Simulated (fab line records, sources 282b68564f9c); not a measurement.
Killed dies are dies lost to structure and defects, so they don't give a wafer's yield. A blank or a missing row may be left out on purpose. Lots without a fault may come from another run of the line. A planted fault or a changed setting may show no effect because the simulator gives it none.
A struck lot beside a sound one | flow rit_cmos | 27 steps out of a route of 202
Sound: wafers L972.2, L972.4, L972.6. Struck: wafer L979.4. (L979.1, L979.6 of the same lot were not struck and are left out.) The cause comes at the end.
At each step with rows: each side's tool, then ch and its chambers, then its first start. Under that, the readings that differ: sound wafers | struck wafers | difference of the means | sigmas: that difference in standard deviations of wafers without a fault.
alike: readings whose means differ by less than 2 such deviations, and words and numbers that are the same on both sides. not compared: withheld readings, readings that some wafer has no value for, bounds like >300 that may hide the same value, and numbers for which the record gives no deviation and whose values overlap.
The two part at a step that has a row with sigmas, a row that says differs or no value, or rows on one side only. Numbers that don't overlap but have no deviation are shown without sigmas and don't part them. A reading that every wafer of one side lacks parts them only if that side has two wafers or more.

first, 4 steps without rows for these wafers: RIT_CONTACT_SOFTBAKE_04 (time 60 s); RIT_CONTACT_EXPOSE_05 (exposes mask M11, target cd 1000 nm); RIT_CONTACT_PEB_06; RIT_CONTACT_DEVELOP_07 (develop time 120 s).
RIT_CONTACT_CD_MEAS_08: target cd 1000 nm.
  sound on cd_sem-02, day 3 20:47; struck on cd_sem-02, day 5 06:52
  alike: cd_nm
RIT_CONTACT_OVL_MEAS_09:
  sound on overlay-01, day 3 20:54; struck on overlay-01, day 5 06:59
  alike: CONTACT_OVL
then, 1 step without rows for these wafers: RIT_CONTACT_HARDBAKE_10 (time 60 s).
RIT_CONTACT_ETCH_11: etches SiO2 in CHF3/CF4/Ar, stops on TiSi2, target depth 480 nm, time 320 s.
  sound on rie_diel-03 ch 0,2,3, day 3 21:05; struck on rie_diel-01 ch 3, day 5 07:10
  reading                | sound          | struck | difference | sigmas
  throttle_valve_pct (%) | 8.73 8.72 8.69 | 9.15   | +0.44      | +2
  alike: drypump_motor_current_A, mfc_ar_sccm, oes_product_au, rf_fwd_power_W
  not compared: rf_hours_counter_h
RIT_CONTACT_STRIP_12: strips in O2, time 180 s.
  sound on plasma_asher-03 ch 0,1, day 3 21:16; struck on plasma_asher-03 ch 1, day 5 07:22
  alike: drypump_motor_current_A
  not compared: rf_hours_counter_h
RIT_CONTACT_CD_MEAS_90: target cd 1000 nm.
  sound on cd_sem-02, day 3 21:28; struck on cd_sem-01, day 5 07:32
  alike: cd_nm
then, 2 steps without rows for these wafers: RIT_CONTACT_CLEAN_13 (cleans in SC1, time 600 s); RIT_CONTACT_CLEAN_14 (cleans in SC2, time 600 s).
RIT_M1_SPUTTER_00: material Al, target thk 400 nm, time 500 s.
  sound on pvd_sputter-04, day 3 22:08; struck on pvd_sputter-02, day 5 08:01
  reading                               | sound             | struck | difference | sigmas
  model.Al_of_M1_SPUTTER_00.thk_nm (nm) | 404.3 396.1 405.8 | 342.7  | -59.4      |
  alike: substrate_temp_c, throttle_valve_pct
RIT_M1_RS_MEAS_01: measures by four-point-probe.
  sound on film_metro-02, day 3 22:28; struck on film_metro-04, day 5 08:19
  reading           | sound                | struck | difference | sigmas
  M1_AL_RS (ohm/sq) | 0.0725 0.0741 0.0722 | 0.0863 | +0.0134    | +16
RIT_M1_THK_MEAS_02: measures by xrf.
  sound on film_metro-02, day 3 22:35; struck on film_metro-04, day 5 08:26
  reading        | sound       | struck | difference | sigmas
  M1_AL_THK (nm) | 403 395 406 | 339    | -62        | -14
then, 6 steps without rows for these wafers: RIT_M1_HMDS_03 (prime time 60 s); RIT_M1_COAT_04 (resist thk 1300 nm); RIT_M1_SOFTBAKE_05 (time 60 s); RIT_M1_EXPOSE_06 (exposes mask M12, target cd 2600 nm); RIT_M1_PEB_07; RIT_M1_DEVELOP_08 (develop time 68 s).
RIT_M1_CD_MEAS_09: target cd 2600 nm.
  sound on cd_sem-01, day 3 23:32; struck on cd_sem-02, day 5 09:33
  alike: cd_nm
RIT_M1_OVL_MEAS_10:
  sound on overlay-02, day 3 23:38; struck on overlay-02, day 5 09:40
  alike: M1_OVL
then, 1 step without rows for these wafers: RIT_M1_HARDBAKE_11 (time 120 s).
RIT_M1_METAL_ETCH_12: etches Al in Cl2/BCl3, stops on SiO2, time 165 s, target depth 600 nm.
  sound on rie_metal-01 ch 0,1, day 3 23:55; struck on rie_metal-04 ch 1, day 5 09:58
  reading               | sound             | struck | difference | sigmas
  oes_product_au (a.u.) | 0.785 0.785 0.792 | 0.704  | -0.083     | -11
  alike: drypump_motor_current_A, rf_fwd_power_W, throttle_valve_pct
  not compared: rf_hours_counter_h
then, 1 step without rows for these wafers: RIT_M1_STRIP_13 (strips in nmp, time 600 s).
RIT_M1_PROBE_99:
  sound on prober-02, day 4 02:23; struck on prober-01, day 5 12:22
  reading                  | sound                   | struck  | difference | sigmas
  model.etest.m1.rs_ohm_sq | 0.07171 0.07311 0.07165 | 0.08461 | +0.01245   |
  alike: defect_limited_yield, killed_at_front_end, killed_dies, killed_open, killed_short, sort_bin_3_pad_short, sort_bin_5_function, sort_bin_6_memory, sort_n_pass, sort_yield_pct

WHERE THEY PART
First at RIT_CONTACT_ETCH_11; last, within this record, at RIT_M1_METAL_ETCH_12. Later steps at which nothing parts them and some readings are alike: RIT_M1_PROBE_99.

WHY: what the simulator had put in
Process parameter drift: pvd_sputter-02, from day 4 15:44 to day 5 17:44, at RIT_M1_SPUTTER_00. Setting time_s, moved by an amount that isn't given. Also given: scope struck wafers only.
